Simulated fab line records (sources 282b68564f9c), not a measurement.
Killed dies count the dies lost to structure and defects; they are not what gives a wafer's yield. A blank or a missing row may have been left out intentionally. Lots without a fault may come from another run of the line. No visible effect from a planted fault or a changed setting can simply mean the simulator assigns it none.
8D (eight disciplines) problem report, filled in by code    flow rit_cmos    the parts of the form that need people (team, actions taken, sign-off) are left out

== 1. THE ISSUE ==
M1_AL_RS at RIT_M1_RS_MEAS_01 reads a mean of 0.0657 ohm/sq on 2 wafers of 1 lot; wafers without a fault read 0.0735 ohm/sq with a standard deviation of 0.00066. That is -12 standard deviations from the usual mean.
The step: measures by four-point-probe.
Earliest sighting: wafer L733.1 on film_metro-02 at day 7 16:59. The record has a number at this step for 39 wafers belonging to 13 lots. The rule behind "out" and "out of limits": a value lying over 4 standard deviations away from the usual mean. All remaining wafers that have a number are taken as sound.

== 2. WHAT IT IS; WHAT IT IS NOT ==
question                     is                is not
which readings at this step  M1_AL_RS          -
which lots                   L733              L715, L716, L718, L719, L722, L723, L724, L725, L726, L727, L731, L736
which wafers of those lots   L733.1, L733.6    L733.2
read on which gauges         film_metro-02     film_metro-01, film_metro-03
when                         from day 7 16:59  up to then (34 sound wafers); but 3 sound wafers of L736 came after

== 3. WHAT RULES OUT EACH SUSPECT ==
Counting: if a tool at a process step up to the reading ran every lot that is out, it stays a suspect. Sound lots after the first of them don't rule it out here, since some wafers of a struck lot are sound.
- the gauge at RIT_M1_RS_MEAS_01: kept. All the wafers that are out were read on film_metro-02, and no step on other tools shows them out.
- pvd_sputter-02 at RIT_M1_SPUTTER_00 (material Al, target thk 400 nm, time 500 s): kept. The lot that is out, L733, ran on it at day 7 16:41; the last sound lot it ran before that was L731, at day 7 05:20.
After counting, pvd_sputter-02 at RIT_M1_SPUTTER_00 and film_metro-02 at RIT_M1_RS_MEAS_01 remain.

== 4. THE CAUSE (what the simulator had put in) ==
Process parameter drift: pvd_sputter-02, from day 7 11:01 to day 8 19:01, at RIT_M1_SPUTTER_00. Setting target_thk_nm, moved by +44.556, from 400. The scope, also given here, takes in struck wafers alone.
Counting left 2 suspects, and this tool is among them.

== 5. SEQUENCE OF EFFECTS, ordered by route ==
Each row: a reading where the mean over the struck wafers with a number is more than 3 standard deviations away from the usual. Only readings whose record carries a usual standard deviation are examined. hours: median over the lots of the time between each lot's start at the first step of this table that gives one and its start at this step. sigmas: the change, counted in usual standard deviations.
hours  step                  reading         usual          on struck wafers  change   sigmas
0      RIT_M1_RS_MEAS_01     M1_AL_RS        0.0735 ohm/sq  0.0657            -0.0078  -12
3      RIT_M1_THK_MEAS_02    M1_AL_THK       399 nm         444               +45      +12
9      RIT_M1_METAL_ETCH_12  oes_product_au  0.774 a.u.     0.822             +0.048   +4.4
It contains these process steps:
- RIT_M1_METAL_ETCH_12: etches Al in Cl2/BCl3, stops on SiO2, time 165 s, target depth 600 nm.

== 6. WHAT WOULD HAVE CAUGHT IT SOONER ==
6 hours passed between the start of the fault at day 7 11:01 and the first reading out of limits at a measuring or inspecting step in this record, taken at day 7 16:59.
Tool readings at RIT_M1_SPUTTER_00 with a usual standard deviation given in the record: none out on any struck wafer, hence no alarm at a limit of 4 standard deviations on them.
The start of RIT_M1_SPUTTER_00 on pvd_sputter-02 came by day 7 16:59 for every one of the lots that are out (1). A hold on the tool at that time would have spared none of them.
